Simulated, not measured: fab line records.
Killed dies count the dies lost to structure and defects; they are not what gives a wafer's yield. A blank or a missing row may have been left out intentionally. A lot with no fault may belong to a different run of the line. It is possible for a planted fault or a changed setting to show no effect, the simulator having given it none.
fab line records -- flow rit_cmos
record: lots: 13, wafers: 39, last_day: 8
route steps=202 shown NRETRO@59 PLDD@120 PSD@145 CONTACT@181 M1@202
lots that met no fault: taken from a fault-free run of the same line
start_h: the number of hours between the record's first day and the start of the first shown wafer of the lot -- wait_h: hours elapsed since this lot's preceding step -- " same as the row above -- L1.1+2: several wafers, shown together as one row -- - value missing, or start not given -- * or withheld: withheld -- < > ~ a bound
route shown NAME@n: names a module that has steps shown in the file, with the first one's number in the route -- usual: the fault-free wafers' mean and standard deviation -- same: alike in all rows -- chamber/n: place in a boat -- sites: each site's reading -- _std_site: how widely they spread, as a standard deviation -- _edge_site: outer sites' mean less inner sites' -- radius_mm: for every site, how far away it sits from the centre of the wafer -- mask NAME#n: copy n -- behind: the last tool/chamber to shape the wafer -- hold: reason for holding the lot/hours on hold/outcome of the hold -- device: names the non-switching transistor (n, p or np) -- end of line: tests run on the same wafers once the route is complete -- a step without rows: its recipe alone -- killed: dies lost to structure and defects at the first sort, not the wafer's yield -- map: a wafer's dies, marking killed ones x, the rest . and places with no die _
set.NAME: setting as actually run; set.NAME@STEP: the setting as run at that earlier step -- model.NAME: the simulator's own value behind a step, which no gauge read
a sample of lots followed through the steps of the route, with each step as a table and each wafer as a row
services: the hour from which a tool's chamber was out of use, counted from the record's first day as start_h (under 0 if before that day), plus the number of hours and why
== steps ==
step: RIT_NRETRO_OVL_MEAS_06
usual: NRETRO_OVL: 0.7/1.3
lot.wafer,tool,chamber,start_h,wait_h,NRETRO_OVL[nm]
L456.2,overlay-01,-,39.99,-,-0.5
L456.4,overlay-01,-,39.99,-,0.2
L456.6,overlay-01,-,39.99,-,1.2
L457.2,overlay-01,-,45.81,-,3.0
L457.3,overlay-01,-,45.81,-,1.7
L457.6,overlay-01,-,45.81,-,2.0
L458.1,overlay-02,-,46.80,-,1.1
L458.3,overlay-02,-,46.80,-,1.4
L458.5,overlay-02,-,46.80,-,-0.5
L459.2,overlay-02,-,54.22,-,-1.5
L459.3,overlay-02,-,54.22,-,-0.2
L459.6,overlay-02,-,54.22,-,0.4
L460.3,overlay-02,-,59.43,-,0.8
L460.4,overlay-02,-,59.43,-,1.2
L460.5,overlay-02,-,59.43,-,-0.5
L462.1,overlay-02,-,66.50,-,-0.4
L462.2,overlay-02,-,66.50,-,0.7
L462.5,overlay-02,-,66.50,-,-0.5
L464.1,overlay-01,-,80.40,-,-0.5
L464.3,overlay-01,-,80.40,-,0.3
L464.5,overlay-01,-,80.40,-,-0.9
L465.1,overlay-02,-,81.11,-,0.8
L465.2,overlay-02,-,81.11,-,2.7
L465.3,overlay-02,-,81.11,-,2.4
L467.3,overlay-01,-,93.99,-,1.5
L467.4,overlay-01,-,93.99,-,1.8
L467.6,overlay-01,-,93.99,-,2.3
L475.4,overlay-01,-,140.62,-,0.9
L475.5,overlay-01,-,140.62,-,1.0
L475.6,overlay-01,-,140.62,-,2.0
L477.1,overlay-01,-,145.99,-,0.3
L477.4,overlay-01,-,145.99,-,2.6
L477.6,overlay-01,-,145.99,-,-0.5
L476.1,overlay-01,-,147.86,-,1.6
L476.3,overlay-01,-,147.86,-,4.1
L476.6,overlay-01,-,147.86,-,2.0
L478.1,overlay-02,-,153.62,-,-0.7
L478.2,overlay-02,-,153.62,-,-0.9
L478.5,overlay-02,-,153.62,-,0.1
step: RIT_PLDD_OVL_MEAS_06
usual: PLDD_OVL: 1.3/1.2
lot.wafer,tool,chamber,start_h,wait_h,PLDD_OVL[nm]
L456.2,overlay-02,-,56.50,-,1.1
L456.4,overlay-02,-,56.50,-,1.7
L456.6,overlay-02,-,56.50,-,0.6
L457.2,overlay-02,-,59.13,-,2.0
L457.3,overlay-02,-,59.13,-,0.3
L457.6,overlay-02,-,59.13,-,3.1
L458.1,overlay-02,-,61.71,-,3.2
L458.3,overlay-02,-,61.71,-,1.0
L458.5,overlay-02,-,61.71,-,1.5
L459.2,overlay-02,-,73.12,-,1.0
L459.3,overlay-02,-,73.12,-,1.8
L459.6,overlay-02,-,73.12,-,1.0
L460.3,overlay-02,-,73.37,-,-0.7
L460.4,overlay-02,-,73.37,-,-2.6
L460.5,overlay-02,-,73.37,-,0.0
L462.1,overlay-02,-,87.36,-,2.9
L462.2,overlay-02,-,87.36,-,3.1
L462.5,overlay-02,-,87.36,-,1.7
L464.1,overlay-02,-,95.90,-,-0.6
L464.3,overlay-02,-,95.90,-,0.8
L464.5,overlay-02,-,95.90,-,1.6
L465.1,overlay-01,-,98.45,-,0.6
L465.2,overlay-01,-,98.45,-,3.6
L465.3,overlay-01,-,98.45,-,2.7
L467.3,overlay-01,-,111.53,-,1.8
L467.4,overlay-01,-,111.53,-,2.9
L467.6,overlay-01,-,111.53,-,0.5
L475.4,overlay-02,-,158.27,-,0.7
L475.5,overlay-02,-,158.27,-,1.9
L475.6,overlay-02,-,158.27,-,2.9
L477.1,overlay-01,-,163.87,-,1.6
L477.4,overlay-01,-,163.87,-,3.8
L477.6,overlay-01,-,163.87,-,2.2
L476.1,overlay-02,-,166.07,-,2.9
L476.3,overlay-02,-,166.07,-,2.9
L476.6,overlay-02,-,166.07,-,2.6
L478.1,overlay-02,-,169.59,-,1.7
L478.2,overlay-02,-,169.59,-,1.8
L478.5,overlay-02,-,169.59,-,1.4
step: RIT_PSD_EXPOSE_03
recipe: mask_id: M10, na: 0.57, target_cd_nm: 40900, dose_mj: 250
usual: focus_offset_nm: 0.0/0.54, stage_vel_mm_s: 500.03/0.28
lot.wafer,tool,chamber,start_h,wait_h,mask,focus_offset_nm,stage_vel_mm_s
L456.2,iline_stepper-01,0,61.58,0.1,M10#0,0.8,500.18
L456.4,iline_stepper-01,0,61.58,0.1,M10#0,0.5,500.28
L456.6,iline_stepper-01,0,61.58,0.1,M10#0,0.6,500.37
L457.2,iline_stepper-01,0,64.23,0.1,M10#0,0.0,499.71
L457.3,iline_stepper-01,0,64.23,0.1,M10#0,0.7,499.71
L457.6,iline_stepper-01,0,64.23,0.1,M10#0,-0.8,499.76
L458.1,iline_stepper-02,0,66.77,0.2,M10#0,0.4,499.99
L458.3,iline_stepper-02,0,66.77,0.2,M10#0,0.6,500.11
L458.5,iline_stepper-02,0,66.77,0.2,M10#0,-0.2,500.06
L459.2,iline_stepper-01,0,79.26,0.2,M10#0,-0.1,500.64
L459.3,iline_stepper-01,0,79.26,0.2,M10#0,0.1,499.96
L459.6,iline_stepper-01,0,79.26,0.2,M10#0,0.2,500.10
L460.3,iline_stepper-01,0,79.71,0.1,M10#0,-0.4,500.14
L460.4,iline_stepper-01,0,79.71,0.1,M10#0,-0.3,499.87
L460.5,iline_stepper-01,0,79.71,0.1,M10#0,-0.4,500.17
L462.1,iline_stepper-02,0,93.79,0.2,M10#0,-0.3,499.66
L462.2,iline_stepper-02,0,93.79,0.2,M10#0,0.0,499.64
L462.5,iline_stepper-02,0,93.79,0.2,M10#0,-0.9,499.77
L464.1,iline_stepper-01,0,100.96,0.2,M10#0,0.7,499.84
L464.3,iline_stepper-01,0,100.96,0.2,M10#0,-0.2,499.81
L464.5,iline_stepper-01,0,100.96,0.2,M10#0,0.3,499.67
L465.1,iline_stepper-01,0,104.77,0.1,M10#0,0.3,500.28
L465.2,iline_stepper-01,0,104.77,0.1,M10#0,-0.6,500.30
L465.3,iline_stepper-01,0,104.77,0.1,M10#0,0.3,500.30
L467.3,iline_stepper-01,0,116.65,0.1,M9#0,1.8,499.73
L467.4,iline_stepper-01,0,116.65,0.1,M9#0,0.5,500.07
L467.6,iline_stepper-01,0,116.65,0.1,M9#0,1.3,500.42
L475.4,iline_stepper-02,0,165.28,0.2,M10#0,-0.7,500.28
L475.5,iline_stepper-02,0,165.28,0.2,M10#0,-0.4,500.61
L475.6,iline_stepper-02,0,165.28,0.2,M10#0,0.3,500.39
L477.1,iline_stepper-01,0,170.12,0.2,M10#0,-0.2,499.49
L477.4,iline_stepper-01,0,170.12,0.2,M10#0,-0.6,499.93
L477.6,iline_stepper-01,0,170.12,0.2,M10#0,-0.4,499.80
L476.1,iline_stepper-02,0,171.73,0.2,M10#0,0.2,500.22
L476.3,iline_stepper-02,0,171.73,0.2,M10#0,1.1,500.06
L476.6,iline_stepper-02,0,171.73,0.2,M10#0,0.5,500.66
L478.1,iline_stepper-02,0,175.78,0.2,M10#0,-0.6,500.21
L478.2,iline_stepper-02,0,175.78,0.2,M10#0,-0.2,500.35
L478.5,iline_stepper-02,0,175.78,0.2,M10#0,-0.5,500.08
step: RIT_PSD_OVL_MEAS_06
usual: PSD_OVL: -0.4/1.3
lot.wafer,tool,chamber,start_h,wait_h,PSD_OVL[nm]
L456.2,overlay-02,-,62.00,-,1.1
L456.4,overlay-02,-,62.00,-,2.5
L456.6,overlay-02,-,62.00,-,-1.0
L457.2,overlay-02,-,64.62,-,-0.2
L457.3,overlay-02,-,64.62,-,0.6
L457.6,overlay-02,-,64.62,-,-1.6
L458.1,overlay-02,-,67.17,-,-0.1
L458.3,overlay-02,-,67.17,-,0.2
L458.5,overlay-02,-,67.17,-,0.1
L459.2,overlay-01,-,79.65,-,-0.3
L459.3,overlay-01,-,79.65,-,-2.6
L459.6,overlay-01,-,79.65,-,0.7
L460.3,overlay-02,-,80.25,-,-0.2
L460.4,overlay-02,-,80.25,-,0.9
L460.5,overlay-02,-,80.25,-,-0.9
L462.1,overlay-01,-,94.27,-,-1.0
L462.2,overlay-01,-,94.27,-,0.4
L462.5,overlay-01,-,94.27,-,-2.1
L464.1,overlay-01,-,101.36,-,1.9
L464.3,overlay-01,-,101.36,-,-1.3
L464.5,overlay-01,-,101.36,-,0.0
L465.1,overlay-01,-,105.17,-,0.1
L465.2,overlay-01,-,105.17,-,-0.5
L465.3,overlay-01,-,105.17,-,-0.3
L467.3,overlay-02,-,117.02,-,-
L467.4,overlay-02,-,117.02,-,-
L467.6,overlay-02,-,117.02,-,-
L475.4,overlay-02,-,165.64,-,-0.3
L475.5,overlay-02,-,165.64,-,-1.4
L475.6,overlay-02,-,165.64,-,-1.6
L477.1,overlay-02,-,170.60,-,-1.1
L477.4,overlay-02,-,170.60,-,-2.2
L477.6,overlay-02,-,170.60,-,-2.3
L476.1,overlay-01,-,172.13,-,1.7
L476.3,overlay-01,-,172.13,-,0.2
L476.6,overlay-01,-,172.13,-,-0.8
L478.1,overlay-01,-,176.18,-,2.1
L478.2,overlay-01,-,176.18,-,2.4
L478.5,overlay-01,-,176.18,-,1.9
step: RIT_PSD_TW_MEAS_10
usual: PSD_TW: 3409/30
lot.wafer,tool,chamber,start_h,wait_h,PSD_TW
L456.2,film_metro-01,-,62.51,0.1,3385
L456.4,film_metro-01,-,62.51,0.1,3362
L456.6,film_metro-01,-,62.51,0.1,3365
L457.2,film_metro-01,-,65.13,0.1,3376
L457.3,film_metro-01,-,65.13,0.1,3370
L457.6,film_metro-01,-,65.13,0.1,3379
L458.1,film_metro-01,-,67.71,0.1,3384
L458.3,film_metro-01,-,67.71,0.1,3363
L458.5,film_metro-01,-,67.71,0.1,3387
L459.2,film_metro-02,-,80.42,0.1,3442
L459.3,film_metro-02,-,80.42,0.1,3447
L459.6,film_metro-02,-,80.42,0.1,3450
L460.3,film_metro-01,-,81.04,0.1,3371
L460.4,film_metro-01,-,81.04,0.1,3357
L460.5,film_metro-01,-,81.04,0.1,3369
L462.1,film_metro-02,-,94.86,0.1,3456
L462.2,film_metro-02,-,94.86,0.1,3451
L462.5,film_metro-02,-,94.86,0.1,3446
L464.1,film_metro-02,-,101.87,0.1,3419
L464.3,film_metro-02,-,101.87,0.1,3434
L464.5,film_metro-02,-,101.87,0.1,3406
L465.1,film_metro-02,-,105.69,0.1,3444
L465.2,film_metro-02,-,105.69,0.1,3421
L465.3,film_metro-02,-,105.69,0.1,3425
L467.3,film_metro-02,-,117.54,0.1,30
L467.4,film_metro-02,-,117.54,0.1,30
L467.6,film_metro-02,-,117.54,0.1,30
L475.4,film_metro-04,-,166.16,0.1,3423
L475.5,film_metro-04,-,166.16,0.1,3400
L475.6,film_metro-04,-,166.16,0.1,3422
L477.1,film_metro-02,-,171.11,0.1,3419
L477.4,film_metro-02,-,171.11,0.1,3415
L477.6,film_metro-02,-,171.11,0.1,3424
L476.1,film_metro-04,-,172.64,0.1,3412
L476.3,film_metro-04,-,172.64,0.1,3411
L476.6,film_metro-04,-,172.64,0.1,3412
L478.1,film_metro-01,-,176.69,0.1,3374
L478.2,film_metro-01,-,176.69,0.1,3361
L478.5,film_metro-01,-,176.69,0.1,3355
step: RIT_CONTACT_CD_MEAS_90
recipe: target_cd_nm: 1000
usual: cd_nm: 1000.0/2.6
lot.wafer,tool,chamber,start_h,wait_h,cd_nm
L456.2,cd_sem-02,-,65.76,0.1,1000.3
L456.4,cd_sem-02,-,65.76,0.1,1000.1
L456.6,cd_sem-02,-,65.76,0.1,1000.3
L457.2,cd_sem-02,-,68.41,0.1,994.5
L457.3,cd_sem-02,-,68.41,0.1,996.4
L457.6,cd_sem-02,-,68.41,0.1,997.5
L458.1,cd_sem-01,-,71.11,0.1,998.7
L458.3,cd_sem-01,-,71.11,0.1,999.3
L458.5,cd_sem-01,-,71.11,0.1,999.3
L459.2,cd_sem-01,-,83.70,0.1,999.6
L459.3,cd_sem-01,-,83.70,0.1,998.8
L459.6,cd_sem-01,-,83.70,0.1,995.9
L460.3,cd_sem-01,-,84.49,0.1,1004.0
L460.4,cd_sem-01,-,84.49,0.1,1004.5
L460.5,cd_sem-01,-,84.49,0.1,1003.7
L462.1,cd_sem-02,-,98.15,0.1,999.2
L462.2,cd_sem-02,-,98.15,0.1,998.6
L462.5,cd_sem-02,-,98.15,0.1,997.8
L464.1,cd_sem-02,-,107.62,0.1,1004.4
L464.3,cd_sem-02,-,107.62,0.1,1001.5
L464.5,cd_sem-02,-,107.62,0.1,1003.1
L465.1,cd_sem-02,-,109.05,0.1,1003.5
L465.2,cd_sem-02,-,109.05,0.1,1003.4
L465.3,cd_sem-02,-,109.05,0.1,1003.9
L467.3,cd_sem-02,-,120.80,0.1,998.2
L467.4,cd_sem-02,-,120.80,0.1,998.0
L467.6,cd_sem-02,-,120.80,0.1,997.7
L475.4,cd_sem-02,-,169.49,0.2,1000.5
L475.5,cd_sem-02,-,169.49,0.2,996.6
L475.6,cd_sem-02,-,169.49,0.2,997.2
L477.1,cd_sem-02,-,174.52,0.1,1001.3
L477.4,cd_sem-02,-,174.52,0.1,1003.1
L477.6,cd_sem-02,-,174.52,0.1,999.4
L476.1,cd_sem-01,-,176.06,0.1,1001.4
L476.3,cd_sem-01,-,176.06,0.1,1001.7
L476.6,cd_sem-01,-,176.06,0.1,1003.1
L478.1,cd_sem-01,-,180.07,0.1,1000.9
L478.2,cd_sem-01,-,180.07,0.1,998.2
L478.5,cd_sem-01,-,180.07,0.1,996.4
step: RIT_M1_PROBE_99
usual: killed_at_contacts: 0.0/0.2, killed_at_front_end: 7.0/2.8, killed_dies: 7.0/2.8, killed_on_rim: 2.0/1.4, killed_open: 3.4/1.9, killed_short: 3.6/2
same: gross_dies: 264, killed_at_M0_to_M3: 0, killed_at_M4_up: 0, killed_at_back_side: 0, killed_at_other: 0
lot.wafer,tool,chamber,start_h,wait_h,killed_at_contacts,killed_at_front_end,killed_dies,killed_on_rim,killed_open,killed_short
L460.3,prober-01,-,90.11,0.2,0,10,10,4,4,6
L460.4,prober-01,-,90.16,0.2,0,8,8,3,2,6
L460.5,prober-01,-,90.21,0.2,0,4,4,1,3,1
L462.1,prober-01,-,102.96,0.1,0,5,5,3,3,2
L462.2,prober-01,-,103.01,0.1,0,3,3,1,0,3
L462.5,prober-01,-,103.16,0.2,0,2,2,0,0,2
L464.1,prober-01,-,112.22,0.1,0,7,7,2,5,2
L464.3,prober-01,-,112.32,0.2,0,9,9,2,4,5
L464.5,prober-01,-,112.42,0.2,0,11,11,1,4,7
L467.3,prober-02,-,125.41,0.2,0,264,264,70,4,9
L467.4,prober-02,-,125.46,0.2,0,264,264,70,3,4
L467.6,prober-02,-,125.56,0.2,0,264,264,70,3,5
killed by level:class
L460.3 GATE:geometric_particle:short=5 GATE:geometric_particle:open=2 SPACER:geometric_particle:open=1 SPACER:geometric_particle:short=1 SILICIDE:geometric_particle:open=1
L460.4 GATE:geometric_particle:short=3 FOX2:geometric_particle:short=1 REOX:geometric_particle:open=1 SPACER:geometric_particle:short=1 SILICIDE:geometric_particle:open=1 SILICIDE:geometric_particle:short=1
L460.5 GATE:geometric_particle:open=2 GATE:geometric_particle:short=1 SILICIDE:geometric_particle:open=1
L462.1 FOX1:geometric_particle:open=1 FOX1:geometric_particle:short=1 FOX2:geometric_particle:open=1 SPACER:geometric_particle:open=1 SILICIDE:geometric_particle:short=1
L462.2 SPACER:geometric_particle:short=2 FOX1:geometric_particle:short=1
L462.5 FOX1:geometric_particle:short=1 REOX:geometric_particle:short=1
L464.1 FOX1:geometric_particle:open=1 FOX1:geometric_particle:short=1 FOX2:geometric_particle:open=1 GATE:geometric_particle:open=1 REOX:geometric_particle:open=1 SPACER:geometric_particle:open=1 SILICIDE:geometric_particle:short=1
L464.3 SILICIDE:geometric_particle:short=4 SILICIDE:geometric_particle:open=3 GATE:geometric_particle:short=1 REOX:geometric_particle:open=1
L464.5 REOX:geometric_particle:short=3 SILICIDE:geometric_particle:short=2 FOX1:geometric_particle:open=1 FOX2:geometric_particle:short=1 GATE:geometric_particle:short=1 GATE:geometric_particle:open=1 SPACER:geometric_particle:open=1 SILICIDE:geometric_particle:open=1
L467.3 PSD:area_expose=251 REOX:geometric_particle:short=3 GATE:geometric_particle:short=3 FOX1:geometric_particle:open=1 FOX1:geometric_particle:short=1 FOX2:geometric_particle:short=1 GATE:geometric_particle:open=1 SPACER:geometric_particle:open=1
L467.4 PSD:area_expose=257 GATE:geometric_particle:short=3 ACTIVE:geometric_particle:open=1 FOX2:geometric_particle:short=1 FOX2:geometric_particle:open=1 GATE:geometric_particle:open=1
L467.6 PSD:area_expose=256 GATE:geometric_particle:short=2 GATE:geometric_particle:open=2 SILICIDE:geometric_particle:short=2 REOX:geometric_particle:short=1 SILICIDE:geometric_particle:open=1
== services ==
tool,chamber,start_h,hours,kind
iline_stepper-02,-,61.37,1.7,pm
iline_stepper-01,-,83.57,13.7,repair
iline_stepper-02,-,104.00,2.4,repair
iline_stepper-01,-,108.24,1.7,repair
iline_stepper-02,-,115.72,8.9,pm
iline_stepper-02,0,129.29,-,calibration
== key ==
first_sign: step: RIT_PSD_EXPOSE_03, reading: mask, direction: changed
effect: step: RIT_PSD_OVL_MEAS_06, reading: PSD_OVL, direction: missing
effect: step: RIT_PSD_TW_MEAS_10, reading: PSD_TW, direction: down, sigmas: 99+, usual: 3409, struck: 30
effect: step: RIT_M1_PROBE_99, reading: killed_at_front_end, direction: up, sigmas: 92, usual: 7.0, struck: 264
more_kills_born_at: RIT_PSD_EXPOSE_03@iline_stepper-01: 764
met_at RIT_PSD_EXPOSE_03
struck_lots L467
tester_left_out L467
not_acting_at RIT_NRETRO_OVL_MEAS_06,RIT_PLDD_OVL_MEAS_06,RIT_CONTACT_CD_MEAS_90
onset_between 104.77 116.65
fault: kind: wrong_mask, tool: any, chamber: -, onset_h: 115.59, steps: RIT_PSD_EXPOSE_03, aux_copy: M9#0, scope: struck_lots_only
tester_left_out: of these lots the tester's yield and bins aren't shown, on N5 and GAA mostly nor the transistor test; their killed dies are dies lost to structure and defects alone, not to doping, threshold or leakage, so they don't give the yield
